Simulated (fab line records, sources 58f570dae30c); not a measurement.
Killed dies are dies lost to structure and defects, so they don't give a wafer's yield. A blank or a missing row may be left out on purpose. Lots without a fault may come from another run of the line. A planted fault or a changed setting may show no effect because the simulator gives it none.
Chamber matching | flow berkeley_cmos170 | UCB170_GATE_ETCH_14 on rie_diel-01: 4 sister chambers
The step etches BARC in N2/H2. 4 wafers are shown with their chamber, then 7 later ones without.

WAFERS WITH THEIR CHAMBER
wafer  | chamber | throttle_valve_pct (%)
L868.2 | 1       | 13.19
L871.4 | 0       | 13.32
L876.3 | 3       | 13.07
L876.5 | 2       | 13.48

WAFERS WITHOUT THEIR CHAMBER
wafer  | throttle_valve_pct (%)
L876.6 | 13.07
L881.1 | 13.33
L881.2 | 13.18
L881.3 | 13.49
L886.1 | 13.30
L886.3 | 13.06
L886.6 | 13.17

WHICH CHAMBER EACH WENT THROUGH
wafer  | from the rows above | in truth
L876.6 | 3                   | 3
L881.1 | 0                   | 0
L881.2 | 1                   | 1
L881.3 | 2                   | 2
L886.1 | 0                   | 0
L886.3 | 3                   | 3
L886.6 | 1                   | 1
Placed correctly: 7 of 7. Can't be placed from these rows: 0. Placed wrongly: 0.
How it was worked out, from the rows above alone: a wafer's distance from a chamber is the root of the sum, over the readings, of the square of ((its reading less the chamber's mean) divided by the reading's scatter). The wafer belongs to the nearest chamber; if the next one is less than 2 further off, it can't be placed. A chamber's mean is the mean of its shown wafers. The scatter: with one shown wafer a chamber, the root of the mean of the squares of how far each hidden wafer lies from its nearest shown one.
